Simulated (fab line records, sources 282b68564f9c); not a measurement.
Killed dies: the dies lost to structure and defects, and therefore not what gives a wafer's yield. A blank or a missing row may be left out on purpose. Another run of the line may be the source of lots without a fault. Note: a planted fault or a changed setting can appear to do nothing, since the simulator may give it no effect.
fab line records | flow rit_cmos
record: lots: 6 | wafers: 18 | last_day: 7
route steps=202 shown GATE@77 FOX2@80
lots that met no fault: from a run of the same line without faults
start_h: the number of hours between the record's first day and the start of the first shown wafer of the lot | wait_h: hours since the lot's step before | " same as the row above | L1.1+2: one row covering several wafers at once | - no value, or no start was given | * or withheld: withheld | < > ~ a bound
route shown NAME@n: names a module that has steps shown in the file, with the first one's number in the route | usual: mean/standard deviation taken from wafers without a fault | same: alike in all rows | chamber/n: place in a boat | sites: the reading at each site | _std_site: the standard deviation of these | _edge_site: the outer-site mean with the inner-site mean subtracted | radius_mm: for every site, how far away it sits from the centre of the wafer | mask NAME#n: copy n | behind: the last tool/chamber to shape the wafer | hold: reason for holding the lot/hours on hold/outcome of the hold | device: transistor that didn't switch, given as n, p or np | end of line: tests of these same wafers at the route's end | where a step has no rows: the recipe by itself | killed: not the wafer's yield, but the dies lost to structure and defects at the first sort | map: per-die view of a wafer (x killed, . not killed, _ where there is no die)
set.NAME: the setting the step ran with; set.NAME@STEP: the setting that earlier step ran with | model.NAME: the simulator's own value behind a step, which no gauge read
certain route steps with their lots: each step a table, each wafer a row
services: a tool's chamber out of use, with start hour (start_h, from the record's first day; less than 0 if before it), hours out, and reason
== steps ==
step: RIT_GATE_CLEAN_02
recipe: chemistry: dHF | dilution: 50:1 | time_s: 30
step: RIT_GATE_CLEAN_03
recipe: chemistry: SC2 | mix: 3:3:50 | time_s: 600 | temp_c: 75 | dry: n2_spin
step: RIT_GATE_CLEAN_04
recipe: chemistry: dHF | dilution: 50:1 | time_s: 60 | dry: n2_spin
step: RIT_FOX2_THK_MEAS_91
recipe: reads: SiO2_of_FOX2_OXIDATION_00
usual: FIELD_OXIDE_LEFT_2_THK: 253/5.1
lot.wafer | tool          | chamber | start_h | wait_h | FIELD_OXIDE_LEFT_2_THK[nm]
L175.1    | film_metro-03 | -       | 63.41   | 0.0    | 247
L175.4    | "             | -       | "       | "      | 247
L175.5    | "             | -       | "       | "      | 249
L181.2    | film_metro-01 | -       | 92.77   | 0.0    | 254
L181.3    | "             | -       | "       | "      | 255
L181.6    | "             | -       | "       | "      | 257
L182.1    | film_metro-01 | -       | 100.64  | 0.0    | 250
L182.2    | "             | -       | "       | "      | 250
L182.3    | "             | -       | "       | "      | 252
L187.1    | film_metro-01 | -       | 122.49  | 0.0    | 243
L187.5    | "             | -       | "       | "      | 249
L187.6    | "             | -       | "       | "      | 249
L189.1    | film_metro-02 | -       | 133.11  | 0.0    | 256
L189.2    | "             | -       | "       | "      | 256
L189.6    | "             | -       | "       | "      | 253
L192.1    | film_metro-03 | -       | 147.32  | 0.0    | 248
L192.2    | "             | -       | "       | "      | 255
L192.6    | "             | -       | "       | "      | 253
step: RIT_GATE_OXIDATION_05
recipe: temp_c: 900 | ambient: O2 | target_thk_a: 30 | ox_time_s: 270
step: RIT_GATE_ANNEAL_06
recipe: temp_c: 900 | time_s: 600 | ambient: N2O
step: RIT_GATE_THK_MEAS_07
recipe: reads: SiO2_of_GATE_OXIDATION_05
usual: GATE_OXIDE_THK: 3.01/0.07
lot.wafer | tool          | chamber | start_h | wait_h | GATE_OXIDE_THK[nm]
L175.1    | film_metro-03 | -       | 64.79   | 0.0    | 3.01
L175.4    | "             | -       | "       | "      | 3.03
L175.5    | "             | -       | "       | "      | 3.07
L181.2    | film_metro-01 | -       | 94.16   | 0.0    | 3.13
L181.3    | "             | -       | "       | "      | 3.06
L181.6    | "             | -       | "       | "      | 3.11
L182.1    | film_metro-01 | -       | 103.38  | 0.0    | 3.03
L182.2    | "             | -       | "       | "      | 2.99
L182.3    | "             | -       | "       | "      | 2.99
L187.1    | film_metro-02 | -       | 123.88  | 0.0    | 3.10
L187.5    | "             | -       | "       | "      | 3.10
L187.6    | "             | -       | "       | "      | 3.10
L189.1    | film_metro-02 | -       | 134.50  | 0.0    | 2.94
L189.2    | "             | -       | "       | "      | 3.08
L189.6    | "             | -       | "       | "      | 2.99
L192.1    | film_metro-01 | -       | 149.69  | 0.0    | 2.93
L192.2    | "             | -       | "       | "      | 2.96
L192.6    | "             | -       | "       | "      | 3.00
step: RIT_GATE_CVD_08
recipe: material: poly-Si | target_thk_nm: 250 | temp_c: 610 | precursor: SiH4 | time_s: 2220 | pressure_mtorr: 300 | sih4_flow_sccm: 100
step: RIT_GATE_THK_MEAS_09
recipe: reads: poly-Si_of_GATE_CVD_08
usual: GATE_POLY_THK: 249.6/2.2
lot.wafer | tool          | chamber | start_h | wait_h | GATE_POLY_THK[nm]
L175.1    | film_metro-01 | -       | 66.47   | 0.0    | 247.1
L175.4    | "             | -       | "       | "      | 245.5
L175.5    | "             | -       | "       | "      | 246.4
L181.2    | film_metro-03 | -       | 95.83   | 0.0    | 249.6
L181.3    | "             | -       | "       | "      | 251.7
L181.6    | "             | -       | "       | "      | 252.0
L182.1    | film_metro-02 | -       | 105.06  | 0.0    | 251.5
L182.2    | "             | -       | "       | "      | 251.9
L182.3    | "             | -       | "       | "      | 250.3
L187.1    | film_metro-03 | -       | 125.55  | 0.0    | 251.6
L187.5    | "             | -       | "       | "      | 253.2
L187.6    | "             | -       | "       | "      | 252.0
L189.1    | film_metro-03 | -       | 136.17  | 0.0    | 250.4
L189.2    | "             | -       | "       | "      | 251.1
L189.6    | "             | -       | "       | "      | 249.0
L192.1    | film_metro-02 | -       | 151.36  | 0.0    | 248.6
L192.2    | "             | -       | "       | "      | 249.4
L192.6    | "             | -       | "       | "      | 249.4
step: RIT_GATE_HMDS_10
recipe: prime_time_s: 60 | prime_temp_c: 140
step: RIT_GATE_COAT_11
recipe: resist: NOVOLAK | spin_rpm: 4250 | resist_thk_nm: 850
step: RIT_GATE_SOFTBAKE_12
recipe: resist: NOVOLAK | temp_c: 90 | time_s: 60
step: RIT_GATE_EXPOSE_13
recipe: mask_id: M6 | na: 0.6 | source_shape: conventional | sigma_outer: 0.6 | target_cd_nm: 150 | dose_mj: 380
usual: exposure_dose_mJ_cm2: 380.0/0.39 | focus_offset_nm: 0.1/0.49
lot.wafer | tool             | chamber | start_h | wait_h | mask | exposure_dose_mJ_cm2 | focus_offset_nm
L175.1    | iline_stepper-02 | 0       | 66.98   | 0.1    | M6#0 | 379.8                | 0.1
L175.4    | "                | 0       | "       | "      | M6#0 | 379.9                | 0.3
L175.5    | "                | 0       | "       | "      | M6#0 | 379.8                | 0.7
L181.2    | iline_stepper-02 | -       | 96.35   | 0.1    | M6#0 | -                    | -
L181.3    | "                | -       | "       | "      | M6#0 | -                    | -
L181.6    | "                | -       | "       | "      | M6#0 | -                    | -
L182.1    | iline_stepper-02 | -       | 105.56  | 0.1    | M6#0 | -                    | -
L182.2    | "                | -       | "       | "      | M6#0 | -                    | -
L182.3    | "                | -       | "       | "      | M6#0 | -                    | -
L187.1    | iline_stepper-02 | 0       | 126.23  | 0.1    | M6#0 | 380.3                | -0.3
L187.5    | "                | 0       | "       | "      | M6#0 | 380.4                | 0.1
L187.6    | "                | 0       | "       | "      | M6#0 | 380.4                | 0.4
L189.1    | iline_stepper-02 | 0       | 136.68  | 0.1    | M6#0 | 380.2                | 0.5
L189.2    | "                | 0       | "       | "      | M6#0 | 380.6                | 0.4
L189.6    | "                | 0       | "       | "      | M6#0 | 379.9                | -0.4
L192.1    | iline_stepper-02 | 0       | 152.11  | 0.3    | M6#0 | 379.4                | 0.1
L192.2    | "                | 0       | "       | "      | M6#0 | 379.3                | -0.7
L192.6    | "                | 0       | "       | "      | M6#0 | 379.8                | 0.5
step: RIT_GATE_PEB_14
recipe: resist: NOVOLAK | temp_c: withheld | time_s: withheld
== services ==
tool             | chamber | start_h | hours | kind
iline_stepper-02 | -       | 120.58  | 1.7   | pm
== key ==
first_sign: step: RIT_GATE_EXPOSE_13 | reading: tool_record | direction: missing
effect none on later readings
met_at RIT_GATE_EXPOSE_13
struck_wafers L181.2,L181.3,L181.6,L182.1,L182.2,L182.3
later_rows_left_out L181.2,L181.3,L181.6,L182.1,L182.2,L182.3
sort_left_out L181.2,L181.3,L181.6,L182.1,L182.2,L182.3
tester_left_out L181,L182
onset_between 66.98 96.35
fault: kind: skipped_step_whole | tool: iline_stepper-02 | chamber: - | onset_h: 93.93 | steps: RIT_GATE_EXPOSE_13 | scope: struck_lots_only
tester_left_out: of these lots the tester's yield and bins aren't shown, on N5 and GAA mostly nor the transistor test; their killed dies are dies lost to structure and defects alone, not to doping, threshold or leakage, so they don't give the yield
sort_left_out: the simulated sort isn't trusted on such a fault, so these wafers' sort isn't shown, and their yield isn't known
later_rows_left_out: the simulator's readings of these wafers behind a module that went badly wrong aren't trusted and aren't shown, but for the sort
